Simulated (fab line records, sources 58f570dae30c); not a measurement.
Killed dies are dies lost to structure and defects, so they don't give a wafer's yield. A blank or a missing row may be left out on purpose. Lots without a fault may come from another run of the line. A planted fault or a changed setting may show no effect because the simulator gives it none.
A struck lot beside a sound one | flow berkeley_cmos170 | 14 steps out of a route of 331
Sound: wafers L264.4, L264.5, L264.6. Struck: wafers L279.1, L279.3, L279.5. The cause comes at the end.
At each step with rows: each side's tool, then ch and its chambers, then its first start. Under that, the readings that differ: sound wafers | struck wafers | difference of the means | sigmas: that difference in standard deviations of wafers without a fault.
alike: readings whose means differ by less than 2 such deviations, and words and numbers that are the same on both sides. not compared: withheld readings, readings that some wafer has no value for, bounds like >300 that may hide the same value, and numbers for which the record gives no deviation and whose values overlap.
The two part at a step that has a row with sigmas, a row that says differs or no value, or rows on one side only. Numbers that don't overlap but have no deviation are shown without sigmas and don't part them. A reading that every wafer of one side lacks parts them only if that side has two wafers or more.

UCB170_PWELL_STRIP_16: strips in O2.
  sound on plasma_asher-02 ch 0,1, day 4 04:49; struck on plasma_asher-02 ch 0,1, day 7 09:15
  alike: chamber_pressure_mTorr, drypump_motor_current_A, oes_product_au, strip_time_to_endpoint_s
  not compared: rf_hours_counter_h
UCB170_PWELL_TW_MEAS_17:
  sound on film_metro-01, day 4 04:55; struck on film_metro-01, day 7 09:21
  alike: PWELL_TW
then, 5 steps without rows for these wafers: UCB170_PWELL_CLEAN_18 (cleans in SPM, time 600 s); UCB170_PWELL_WET_ETCH_19 (etches Si3N4 in H3PO4, time 14400 s); UCB170_PWELL_WET_ETCH_20 (etches SiO2 in BOE, time 22 s); UCB170_WELLDRIVE_CLEAN_00 (cleans in SPM, time 600 s); UCB170_WELLDRIVE_OXIDATION_01 (target thk 199 nm, ox time 9000 s).
UCB170_WELLDRIVE_THK_MEAS_02:
  sound on film_metro-02, day 4 17:10; struck on film_metro-01, day 8 00:24
  reading                  | sound       | struck      | difference | sigmas
  WELLDRIVE_OXIDE_THK (nm) | 207 203 202 | 214 212 212 | +9         | +2
then, 4 steps without rows for these wafers: UCB170_WELLDRIVE_ANNEAL_03 (time 900 s); UCB170_WELLDRIVE_WET_ETCH_04 (etches SiO2 in BOE, time 120 s); UCB170_ACTIVE_CLEAN_00 (cleans in SPM, time 600 s); UCB170_ACTIVE_CLEAN_01 (cleans in dHF, time 60 s).
UCB170_ACTIVE_OXIDATION_02: target thk 26.4 nm, ox time 1260 s.
  sound on furnace-04 ch 0, day 5 03:02; struck on furnace-04, day 8 12:43
  no value came back on the struck wafers for ox_temp_c (C), ox_temp_c_max, zone_power_load_pct (%); on the sound wafers ox_temp_c (C) reads 999.5 999.6 999.7
then, 1 step without rows for these wafers: UCB170_ACTIVE_ANNEAL_04 (time 900 s).

WHERE THEY PART
First at UCB170_WELLDRIVE_THK_MEAS_02; last, within this record, at UCB170_ACTIVE_OXIDATION_02.

WHY: what the simulator had put in
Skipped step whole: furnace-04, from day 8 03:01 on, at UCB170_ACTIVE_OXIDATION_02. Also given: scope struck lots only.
